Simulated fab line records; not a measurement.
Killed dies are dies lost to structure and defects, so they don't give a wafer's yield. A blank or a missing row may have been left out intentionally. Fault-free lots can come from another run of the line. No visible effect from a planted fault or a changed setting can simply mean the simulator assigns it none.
Split-lot experiment || flow rit_cmos || 5 lots, 23 wafers read, on a route of 202 steps

== SPLIT DETAILS ==
At RIT_GATE_OXIDATION_05 (target thk 3 nm, ox time 270 s), the setting temp_c was moved away from the recipe's 900 C on 10 of the 23 wafers read, by -2.9% to -2.0%. For the rest of the wafers, this setting stayed at what the recipe calls for.

== FROM SPLIT TO READING: 1 step shown by the file between the two ==
- RIT_GATE_ANNEAL_06: time 600 s

== THE READING ==
GATE_OXIDE_THK in nanometres, read at RIT_GATE_THK_MEAS_07. Fault-free wafers of this fab line usually give 2.99 nm, standard deviation 0.058 nm.

{"wafer": "L074.1", "tool, chamber at the split": "-, -", "temp_c as run, C": 882.2, "against the recipe": "-2.0%", "GATE_OXIDE_THK, nm": 2.38, "against lot-mates on the recipe": "no lot-mate on the recipe"}
{"wafer": "L074.2", "tool, chamber at the split": "-, -", "temp_c as run, C": 882.2, "against the recipe": "-2.0%", "GATE_OXIDE_THK, nm": 2.39, "against lot-mates on the recipe": "no lot-mate on the recipe"}
{"wafer": "L074.4", "tool, chamber at the split": "-, -", "temp_c as run, C": 882.2, "against the recipe": "-2.0%", "GATE_OXIDE_THK, nm": 2.35, "against lot-mates on the recipe": "no lot-mate on the recipe"}
{"wafer": "L074.5", "tool, chamber at the split": "-, -", "temp_c as run, C": 882.2, "against the recipe": "-2.0%", "GATE_OXIDE_THK, nm": 2.31, "against lot-mates on the recipe": "no lot-mate on the recipe"}
{"wafer": "L074.6", "tool, chamber at the split": "-, -", "temp_c as run, C": 882.2, "against the recipe": "-2.0%", "GATE_OXIDE_THK, nm": 2.32, "against lot-mates on the recipe": "no lot-mate on the recipe"}
{"wafer": "L078.1", "tool, chamber at the split": "-, -", "temp_c as run, C": 900, "against the recipe": "recipe", "GATE_OXIDE_THK, nm": 3.08, "against lot-mates on the recipe": "-"}
{"wafer": "L078.2", "tool, chamber at the split": "-, -", "temp_c as run, C": 900, "against the recipe": "recipe", "GATE_OXIDE_THK, nm": 3.05, "against lot-mates on the recipe": "-"}
{"wafer": "L078.3", "tool, chamber at the split": "-, -", "temp_c as run, C": 900, "against the recipe": "recipe", "GATE_OXIDE_THK, nm": 3.11, "against lot-mates on the recipe": "-"}
{"wafer": "L078.4", "tool, chamber at the split": "-, -", "temp_c as run, C": 900, "against the recipe": "recipe", "GATE_OXIDE_THK, nm": 3.04, "against lot-mates on the recipe": "-"}
{"wafer": "L078.5", "tool, chamber at the split": "-, -", "temp_c as run, C": 900, "against the recipe": "recipe", "GATE_OXIDE_THK, nm": 2.98, "against lot-mates on the recipe": "-"}
{"wafer": "L080.1", "tool, chamber at the split": "-, -", "temp_c as run, C": 900, "against the recipe": "recipe", "GATE_OXIDE_THK, nm": 2.93, "against lot-mates on the recipe": "-"}
{"wafer": "L080.3", "tool, chamber at the split": "-, -", "temp_c as run, C": 900, "against the recipe": "recipe", "GATE_OXIDE_THK, nm": 2.92, "against lot-mates on the recipe": "-"}
{"wafer": "L080.4", "tool, chamber at the split": "-, -", "temp_c as run, C": 900, "against the recipe": "recipe", "GATE_OXIDE_THK, nm": 2.94, "against lot-mates on the recipe": "-"}
{"wafer": "L080.5", "tool, chamber at the split": "-, -", "temp_c as run, C": 900, "against the recipe": "recipe", "GATE_OXIDE_THK, nm": 3.02, "against lot-mates on the recipe": "-"}
{"wafer": "L080.6", "tool, chamber at the split": "-, -", "temp_c as run, C": 900, "against the recipe": "recipe", "GATE_OXIDE_THK, nm": 2.91, "against lot-mates on the recipe": "-"}
{"wafer": "L082.1", "tool, chamber at the split": "furnace-01, 0", "temp_c as run, C": 900, "against the recipe": "recipe", "GATE_OXIDE_THK, nm": 3.00, "against lot-mates on the recipe": "-"}
{"wafer": "L082.2", "tool, chamber at the split": "furnace-01, 0", "temp_c as run, C": 900, "against the recipe": "recipe", "GATE_OXIDE_THK, nm": 3.10, "against lot-mates on the recipe": "-"}
{"wafer": "L082.3", "tool, chamber at the split": "furnace-01, 0", "temp_c as run, C": 900, "against the recipe": "recipe", "GATE_OXIDE_THK, nm": 3.04, "against lot-mates on the recipe": "-"}
{"wafer": "L083.1", "tool, chamber at the split": "-, -", "temp_c as run, C": 874.3, "against the recipe": "-2.9%", "GATE_OXIDE_THK, nm": 2.15, "against lot-mates on the recipe": "no lot-mate on the recipe"}
{"wafer": "L083.2", "tool, chamber at the split": "-, -", "temp_c as run, C": 874.3, "against the recipe": "-2.9%", "GATE_OXIDE_THK, nm": 2.27, "against lot-mates on the recipe": "no lot-mate on the recipe"}
{"wafer": "L083.3", "tool, chamber at the split": "-, -", "temp_c as run, C": 874.3, "against the recipe": "-2.9%", "GATE_OXIDE_THK, nm": 2.17, "against lot-mates on the recipe": "no lot-mate on the recipe"}
{"wafer": "L083.4", "tool, chamber at the split": "-, -", "temp_c as run, C": 874.3, "against the recipe": "-2.9%", "GATE_OXIDE_THK, nm": 2.20, "against lot-mates on the recipe": "no lot-mate on the recipe"}
{"wafer": "L083.5", "tool, chamber at the split": "-, -", "temp_c as run, C": 874.3, "against the recipe": "-2.9%", "GATE_OXIDE_THK, nm": 2.19, "against lot-mates on the recipe": "no lot-mate on the recipe"}

FIT RESULTS
A straight line over all 23 wafers: GATE_OXIDE_THK changes by +0.298 nm for each +1% of temp_c; r = +0.98; the points scatter about the line by 0.069 nm.
Too few moved wafers with a lot-mate on the recipe to fit a line net of each lot's own level.

== THE WHOLE CHAIN: every reading that the file lists as answering this split, in the file's order ==
{"step": "RIT_GATE_OXIDATION_05", "what it does": "target thk 3 nm, ox time 270 s", "reading": "SiO2_of_GATE_OXIDATION_05.thk_nm (the simulator's own value, which no gauge read)", "change (the file's fit)": "+0.29 nm for each +1% of the setting", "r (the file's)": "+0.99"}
{"step": "RIT_GATE_THK_MEAS_07", "what it does": "", "reading": "GATE_OXIDE_THK", "change (the file's fit)": "+0.297 for each +1% of the setting", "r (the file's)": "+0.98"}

== THE FILE'S OWN FIT ==
GATE_OXIDE_THK changes by +0.297 nm for each +1% of temp_c, r = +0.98.
